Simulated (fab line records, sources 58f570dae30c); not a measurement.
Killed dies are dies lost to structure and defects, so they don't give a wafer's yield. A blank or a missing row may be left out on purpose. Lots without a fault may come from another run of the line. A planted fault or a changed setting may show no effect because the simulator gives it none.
One fault seen from 2 desks | flow berkeley_cmos170 | each desk has only its own numbers; what lay behind them comes last

THE METROLOGY DESK
What the gauges read, lot by lot, whatever tool the lot ran on: means of the sampled wafers that have a number. A lot is out of limits, marked OUT, if its mean lies more than 4 standard deviations from the usual mean; the brackets give that distance.
Columns: A = PSD_RS at UCB170_SDANNEAL_RS_MEAS_02, usual 75.41 ohm/sq; B = NSD_RS at UCB170_SDANNEAL_RS_MEAS_03, usual 37.23 ohm/sq; C = PLDD_RS at UCB170_SDANNEAL_RS_MEAS_04, usual 1029.9 ohm/sq; D = NLDD_RS at UCB170_SDANNEAL_RS_MEAS_05, usual 616.4 ohm/sq; E = SILICIDE_TI_RS at UCB170_SILICIDE_RS_MEAS_02, usual 26.0 ohm/sq; F = SILICIDE_TI_THK at UCB170_SILICIDE_THK_MEAS_03, usual 30.5 nm
lot  | first seen here | A     | B     | C      | D     | E    | F
L290 | day 6 10:15     | 75.39 | 37.31 | 1022.7 | 617.1 | 26.0 | 30.7
L296 | day 7 13:40     | 75.75 | 37.15 | 1031.0 | 617.1 | 26.1 | 30.6
L301 | day 8 21:55     | 75.12 | 37.38 | 1031.3 | 618.4 | 25.5 | 30.8
L303 | day 9 09:11     | 75.31 | 37.22 | 1028.6 | 615.5 | 26.2 | 30.1
L309 | day 10 11:09    | 75.48 | 37.05 | 1030.2 | 616.9 | 25.6 | 31.0
L313 | day 11 22:26    | 75.38 | 37.18 | 1029.1 | 616.5 | 25.6 | 30.8
This desk's finding: nothing out of limits on any of the 6 lots.

THE TOOL OWNER'S DESK: rtp_anneal-01
The tool's own readings at UCB170_SILICIDE_RTA_04 (time 15.2 s): means of the sampled wafers that have a number, for each lot that ran on this tool. A lot is out of limits, marked OUT, if its mean lies more than 4 standard deviations from the usual mean; the brackets give that distance.
Columns: A = anneal_temp_c_max at UCB170_SILICIDE_RTA_04, usual 653.6; B = chamber_o2_ppm at UCB170_SILICIDE_RTA_04, usual 2.000; C = lamp_power_pct at UCB170_SILICIDE_RTA_04, usual 9.53 %; D = wafer_temp_C_max at UCB170_SILICIDE_RTA_04, usual 653.5
lot  | first seen here | A     | B                         | C    | D
L290 | day 6 11:01     | 653.8 | 1.981                     | 9.24 | 651.8
L301 | day 8 22:40     | 653.6 | 301.980 (+99 or more) OUT | 9.24 | 651.7
L303 | day 9 09:57     | 654.3 | 301.990 (+99 or more) OUT | 9.24 | 651.8
This desk's finding: out of limits on L301, L303; first on L301, day 8 22:40 (chamber_o2_ppm at UCB170_SILICIDE_RTA_04). In limits: L290.

PUT TOGETHER
The tool owner's desk could have raised an alarm at day 8 22:40, on L301, L303.
The metrology desk saw nothing out of limits.
The metrology desk has L301, L303 on record, within its limits.
Of the lots named, all ran UCB170_SILICIDE_RTA_04 on rtp_anneal-01.

WHAT THE SIMULATOR HAD PUT IN
Process parameter drift: rtp_anneal-01, from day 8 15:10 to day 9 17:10, at UCB170_SILICIDE_RTA_04. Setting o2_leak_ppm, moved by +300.
Lots struck among those shown: L301, L303.
Hours from the fault's start to each desk's first reading out of limits: the tool owner's desk, 8.
